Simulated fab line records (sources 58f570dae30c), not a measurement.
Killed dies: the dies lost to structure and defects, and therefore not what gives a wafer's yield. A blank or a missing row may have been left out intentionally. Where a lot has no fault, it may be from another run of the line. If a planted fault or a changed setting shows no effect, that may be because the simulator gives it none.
Which tool did it?    flow berkeley cmos170    14 lots with 42 wafers sampled at 5 steps, on a route of 331 steps

## WHAT THE GAUGES READ, wafer by wafer
UCB170_PLDD_CD_MEAS_06: the cd target is 1200 nm. Usual: cd nm at 1199.3 nm, with a standard deviation of 1.3.
lot   measured      on         cd nm (nm)            flag
L226  day 7 19:53   cd sem-01  1198.0 1197.1 1197.3  
L227  day 7 20:07   cd sem-02  1199.2 1200.2 1200.4  
L230  day 8 08:41   cd sem-01  1201.6 1201.9 1201.4  
L231  day 8 08:59   cd sem-02  1199.5 1199.0 1199.1  
L229  day 8 09:14   cd sem-02  1198.7 1200.2 1199.3  
L234  day 9 11:26   cd sem-02  1201.2 1199.8 1201.1  
L235  day 9 14:15   cd sem-01  1201.2 1200.1 1199.9  
L236  day 9 14:31   cd sem-01  1200.5 1201.3 1200.4  
L241  day 10 04:41  cd sem-02  1199.8 1200.0 1199.7  
L239  day 10 04:51  cd sem-01  1197.4 1197.5 1196.6  
L238  day 10 04:57  cd sem-02  1199.0 1198.3 1198.6  
L246  day 11 20:02  cd sem-02  1198.6 1198.4 1199.7  
L248  day 12 05:43  cd sem-01  1166.1 1166.0 1165.7  OFF
L247  day 12 05:55  cd sem-01  1166.1 1165.1 1165.4  OFF

UCB170_PLDD_OVL_MEAS_07. Usual: PLDD_OVL typically reads -4 nm, with standard deviation 5.3.
lot   measured      on          PLDD_OVL (nm)  flag
L226  day 7 19:59   overlay-01  3 4 3          
L227  day 7 20:14   overlay-02  -8 -17 -9      
L230  day 8 08:49   overlay-02  -7 -11 -13     
L231  day 8 09:05   overlay-01  -3 -7 -11      
L229  day 8 09:22   overlay-02  -10 -4 -6      
L234  day 9 11:33   overlay-02  3 -4 0         
L235  day 9 14:22   overlay-02  -9 -10 -5      
L236  day 9 14:36   overlay-01  6 2 1          
L241  day 10 04:48  overlay-02  -9 -14 -7      
L239  day 10 04:58  overlay-01  -6 -9 -9       
L238  day 10 05:04  overlay-01  -1 0 2         
L246  day 11 20:09  overlay-01  -9 -12 -3      
L248  day 12 05:47  overlay-01  3 -5 2         
L247  day 12 06:02  overlay-01  -3 -3 1        

UCB170_PSD_OVL_MEAS_07. Usual: PSD_OVL typically reads 0 nm, with standard deviation 6.
lot   measured      on          PSD_OVL (nm)  flag
L226  day 8 09:40   overlay-01  9 8 2         
L227  day 8 09:55   overlay-01  -1 -4 6       
L230  day 8 20:29   overlay-02  2 -5 0        
L231  day 8 20:26   overlay-01  -4 -10 -9     
L229  day 8 20:14   overlay-02  8 2 5         
L234  day 9 22:59   overlay-02  -7 -3 -3      
L235  day 9 22:45   overlay-01  5 4 2         
L236  day 9 23:07   overlay-01  -14 -10 -3    
L241  day 10 14:26  overlay-01  -7 4 4        
L239  day 10 14:19  overlay-02  2 2 -2        
L238  day 10 14:35  overlay-02  -11 -1 -4     
L246  day 12 05:02  overlay-02  -3 -4 -2      
L248  day 12 16:40  overlay-02  0 -5 -4       
L247  day 12 17:34  overlay-02  6 7 0         

## EACH LOT AND THE TOOL THAT RAN IT (in order: tool; ch and the chambers of the sampled wafers; start)
lot   UCB170_GATE_PEB_10                 UCB170_PLDD_PEB_04
L226  litho track-02 ch 0, day 7 17:59   litho track-01 ch 0, day 7 19:37
L227  litho track-02 ch 0, day 7 18:13   litho track-03 ch 0, day 7 19:51
L230  litho track-02 ch 0, day 8 06:49   litho track-04 ch 0, day 8 08:25
L231  litho track-04 ch 0, day 8 06:57   litho track-04 ch 0, day 8 08:43
L229  litho track-03 ch 0, day 8 07:10   litho track-04 ch 0, day 8 08:58
L234  litho track-03 ch 0, day 9 07:47   litho track-03 ch 0, day 9 11:08
L235  litho track-02 ch 0, day 9 12:25   litho track-03 ch 0, day 9 13:59
L236  litho track-03 ch 0, day 9 12:38   litho track-01 ch 0, day 9 14:15
L241  litho track-02 ch 0, day 10 01:40  litho track-01 ch 0, day 10 04:24
L239  litho track-03 ch 0, day 10 01:48  litho track-04 ch 0, day 10 04:35
L238  litho track-04 ch 0, day 10 01:56  litho track-01 ch 0, day 10 04:41
L246  litho track-02 ch 0, day 11 18:07  litho track-04 ch 0, day 11 19:45
L248  litho track-04 ch 0, day 12 02:32  litho track-01 ch 0, day 12 05:27
L247  litho track-02 ch 0, day 12 02:36  litho track-01 ch 0, day 12 05:39
- UCB170_GATE_PEB_10
- UCB170_PLDD_PEB_04

## AS READ BY THE TOOLS THEMSELVES (means over the sampled wafers that have a number; for cases with no such wafer, the mark the record gives instead)
UCB170_GATE_PEB_10. Usual: chill plate temp C 23.03 C, standard deviation 0.11; exhaust pa 44.9 Pa, standard deviation 0.78; heater power total W 56.74 W, standard deviation 0.043; plate sensor t centre C 131.41 C, standard deviation 0.011; plate sensor t edge C 131.53 C, standard deviation 0.01.
lot   tool            chill plate temp C (C)  exhaust pa (Pa)  heater power total W (W)  plate sensor t centre C (C)  plate sensor t edge C (C)  flag
L226  litho track-02  23.03                   43.8             56.78                     131.40                       131.51                     
L227  litho track-02  23.06                   44.9             56.79                     131.41                       131.52                     
L230  litho track-02  23.07                   45.3             56.71                     131.41                       131.53                     
L231  litho track-04  22.92                   44.3             56.78                     131.40                       131.53                     
L229  litho track-03  22.91                   45.0             56.74                     131.40                       131.53                     
L234  litho track-03  23.08                   44.8             56.72                     131.41                       131.52                     
L235  litho track-02  23.10                   45.3             56.72                     131.41                       131.54                     
L236  litho track-03  23.09                   45.4             56.72                     131.41                       131.52                     
L241  litho track-02  23.12                   44.3             56.72                     131.41                       131.54                     
L239  litho track-03  23.03                   45.6             56.75                     131.40                       131.53                     
L238  litho track-04  22.94                   44.9             56.77                     131.41                       131.53                     
L246  litho track-02  23.10                   44.4             56.77                     131.41                       131.52                     
L248  litho track-04  23.01                   44.4             56.72                     131.41                       131.53                     
L247  litho track-02  23.05                   45.5             56.73                     131.40                       131.53                     

UCB170_PLDD_PEB_04. Usual: chill plate temp C 22.97 C, standard deviation 0.11; exhaust pa 45.0 Pa, standard deviation 0.89; heater power total W 56.80 W, standard deviation 0.041.
lot   tool            chill plate temp C (C)  exhaust pa (Pa)  heater power total W (W)  flag
L226  litho track-01  22.96                   45.1             56.76                     
L227  litho track-03  22.98                   44.4             56.81                     
L230  litho track-04  22.81                   46.1             56.81                     
L231  litho track-04  23.03                   44.8             56.79                     
L229  litho track-04  23.06                   44.5             56.79                     
L234  litho track-03  22.97                   43.9             56.82                     
L235  litho track-03  22.95                   45.8             56.79                     
L236  litho track-01  22.91                   44.2             56.83                     
L241  litho track-01  22.94                   45.9             56.80                     
L239  litho track-04  22.92                   46.3             56.80                     
L238  litho track-01  22.93                   44.0             56.85                     
L246  litho track-04  23.01                   44.7             56.80                     
L248  litho track-01  22.84                   45.0             65.17                     OFF
L247  litho track-01  22.96                   44.7             65.19                     OFF

## THE ANSWER, worked out from the rows above alone
Rule: a lot is off if the mean of its wafers that have a number lies more than 3 standard deviations from the usual mean. A lot without any number at a reading at which 4 lots or more have one is off too. The other lots that the step has rows for count as sound. After the gauges, taken in route order, come the tools' own readings; for these a lot's mean is taken, as printed above. At the first step where some lot is off, the reading lying furthest off is the one used; lots without a number count as furthest.
Off at UCB170_PLDD_CD_MEAS_06 (cd nm): L248, L247.
If a tool, at a process step before that reading, ran all the lots that are off and no sound lot after the first of them, it fits. Not tried: the gauges at UCB170_PLDD_CD_MEAS_06; whatever is off there is also off at UCB170_PLDD_PEB_04, on other tools, and gauge error can't account for it. One fits: litho track-01 at UCB170_PLDD_PEB_04. A fault onset in the window from L238 (day 10 04:41, its last sound lot) to L248 (day 12 05:27, its first lot off) fits.
On the lots that are off, the tool's own readings at UCB170_PLDD_PEB_04 differ by more than 5 times the standard deviation of the sound lots' means, which bears it out; heater power total W reads 65.18 W there versus 56.80 W on the sound lots.

## WHAT HAD BEEN PUT IN BY THE SIMULATOR
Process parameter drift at UCB170_PLDD_PEB_04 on litho track-01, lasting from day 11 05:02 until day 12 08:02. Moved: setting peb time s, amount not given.
Struck lots among those shown: L248, L247. Same finding as the rule above.
